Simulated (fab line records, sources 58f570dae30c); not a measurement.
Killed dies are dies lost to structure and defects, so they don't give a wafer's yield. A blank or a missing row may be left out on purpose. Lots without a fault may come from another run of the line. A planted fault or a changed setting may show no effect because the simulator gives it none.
Which tool did it? | flow berkeley_cmos170 | 15 lots, 45 wafers sampled, at 4 steps of a route of 331

WHAT THE GAUGES READ, wafer by wafer
UCB170_START_THK_MEAS_03.
lot  | measured    | on            | START_OXIDE_THK (nm)
L803 | day 1 17:04 | film_metro-02 | 19.7 19.9 19.8
L804 | day 1 17:05 | film_metro-01 | 20.1 20.0 19.9
L805 | day 2 00:37 | film_metro-02 | 20.2 20.5 20.3
L807 | day 2 07:41 | film_metro-01 | 19.0 19.3 19.4
L806 | day 2 07:43 | film_metro-03 | 20.1 19.4 19.8
L808 | day 2 17:20 | film_metro-02 | 20.0 19.9 19.7
L809 | day 3 01:35 | film_metro-03 | 19.8 20.0 19.8
L817 | day 4 11:54 | film_metro-03 | 20.7 20.6 20.3
L818 | day 4 19:15 | film_metro-01 | 20.7 20.5 20.5
L820 | day 5 03:05 | film_metro-02 | 20.7 20.8 20.5
L821 | day 5 09:32 | film_metro-03 | 19.8 20.0 20.1
L822 | day 5 14:17 | film_metro-02 | 20.0 20.5 20.0
L823 | day 5 19:11 | film_metro-03 | 20.1 19.9 20.0
L824 | day 5 23:17 | film_metro-01 | 19.8 19.9 19.8
L826 | day 6 10:18 | film_metro-03 | 20.2 20.3 20.3

UCB170_NWELL_OVL_MEAS_12.
lot  | measured    | on         | NWELL_OVL (nm)
L803 | day 2 12:37 | overlay-02 | -11 -12 -5
L804 | day 2 12:43 | overlay-01 | 1 -7 -9
L805 | day 3 05:38 | overlay-02 | -8 -12 -10
L807 | day 3 11:27 | overlay-02 | -4 -4 -2
L806 | day 3 11:16 | overlay-01 | 2 -9 -2
L808 | day 3 18:13 | overlay-02 | -10 -5 0
L809 | day 3 20:14 | overlay-02 | -6 -6 -12
L817 | day 5 07:57 | overlay-02 | -2 -1 -2
L818 | day 5 15:54 | overlay-02 | -2 2 -1
L820 | day 6 00:47 | overlay-01 | -4 -8 -6
L821 | day 6 08:17 | overlay-01 | -8 -8 -6
L822 | day 6 16:16 | overlay-01 | -2 -9 -2
L823 | day 6 15:32 | overlay-01 | -7 -1 -7
L824 | day 6 15:53 | overlay-02 | -3 4 2
L826 | day 7 02:34 | overlay-01 | -12 -6 -12

UCB170_PWELL_OVL_MEAS_13.
lot  | measured    | on         | PWELL_OVL (nm)
L803 | day 3 09:14 | overlay-01 | 4 4 0
L804 | day 3 09:28 | overlay-01 | -6 -5 -8
L805 | day 4 07:20 | overlay-01 | 8 6 13
L807 | day 4 12:05 | overlay-02 | 2 2 3
L806 | day 4 11:22 | overlay-02 | 1 -8 -7
L808 | day 4 14:00 | overlay-02 | -8 -2 -8
L809 | day 4 13:56 | overlay-01 | -4 -2 1
L817 | day 6 06:22 | overlay-02 | -3 1 -5
L818 | day 6 10:53 | overlay-01 | 6 -1 4
L820 | day 6 20:43 | overlay-02 | -3 2 8
L821 | day 7 07:48 | overlay-02 | 4 2 -1
L822 | day 7 12:57 | overlay-02 | -10 0 -4
L823 | day 7 08:15 | overlay-02 | 4 -3 -7
L824 | day 7 08:19 | overlay-01 | 5 5 6
L826 | day 7 22:14 | overlay-02 | 0 2 -1

WHICH TOOL RAN EACH LOT (tool, then ch and the chambers of the sampled wafers, then the start)
lot  | UCB170_NWELL_WET_ETCH_19
L803 | wet_bench-01 ch 2, day 2 17:30
L804 | wet_bench-03 ch 2, day 2 17:40
L805 | wet_bench-01 ch 2, day 3 11:38
L807 | wet_bench-02 ch 1, day 3 19:10
L806 | wet_bench-02 ch 0, day 3 19:10
L808 | wet_bench-02 ch 0, day 4 02:57
L809 | wet_bench-02 ch 0, day 4 01:06
L817 | wet_bench-02 ch 1, day 5 14:23
L818 | wet_bench-02 ch 1, day 5 20:53
L820 | wet_bench-02 ch 0, day 6 06:49
L821 | wet_bench-02 ch 1, day 6 15:14
L822 | wet_bench-01 ch 1, day 6 21:10
L823 | wet_bench-01 ch 1, day 6 20:31
L824 | wet_bench-02 ch 0, day 6 20:31
L826 | wet_bench-01 ch 0, day 7 07:14
- UCB170_NWELL_WET_ETCH_19: etches SiO2 in BOE, time 22 s.

WHAT THE TOOLS THEMSELVES READ (means of the sampled wafers that have a number; where no wafer has one, the mark that the record gives instead)
UCB170_NWELL_WET_ETCH_19.
lot  | tool         | bath_heat_duty_pct (%) | run_length_s (s)
L803 | wet_bench-01 | 6.2                    | 49.7
L804 | wet_bench-03 | 6.2                    | 54.8
L805 | wet_bench-01 | 6.3                    | 48.8
L807 | wet_bench-02 | -                      | -
L806 | wet_bench-02 | -                      | -
L808 | wet_bench-02 | 7.1                    | 49.5
L809 | wet_bench-02 | -                      | -
L817 | wet_bench-02 | 6.9                    | 47.7
L818 | wet_bench-02 | 6.4                    | 48.1
L820 | wet_bench-02 | 7.2                    | 49.2
L821 | wet_bench-02 | 7.6                    | 52.6
L822 | wet_bench-01 | 5.4                    | 48.6
L823 | wet_bench-01 | 5.1                    | 48.9
L824 | wet_bench-02 | 7.4                    | 48.5
L826 | wet_bench-01 | 5.5                    | 49.1

THE ANSWER, worked out from the rows above alone
Rule: what is usual is taken from the lots themselves. Put in order of their means at a reading, lots are off if they are a third of the lots or fewer, leave a main group of 4 or more, and stand apart from it by a gap of 3 or more times the standard deviation of the main group's means; of several such gaps the widest counts. A main group whose means are all the same, to the digits that the tables above print for the reading, isn't used. A lot without any number at a reading at which 4 lots or more have one is off too. The other lots that the step has rows for count as sound. The gauges are gone through in route order, then the tools' own readings, and for those a lot's mean is taken as printed above. The first step at which some lot is off is used, and at that step the reading that is off furthest; a lot without a number counts as furthest.
Off: L807, L806, L809, at UCB170_NWELL_WET_ETCH_19 (bath_heat_duty_pct). Without a number there: L807, L806, L809. The main group: mean 6.4 %, standard deviation 0.78.
A tool fits if, at that step or a process step before it, it ran every lot that is off, and no sound lot after the first of them. None of those tried fits.

WHAT THE SIMULATOR HAD PUT IN
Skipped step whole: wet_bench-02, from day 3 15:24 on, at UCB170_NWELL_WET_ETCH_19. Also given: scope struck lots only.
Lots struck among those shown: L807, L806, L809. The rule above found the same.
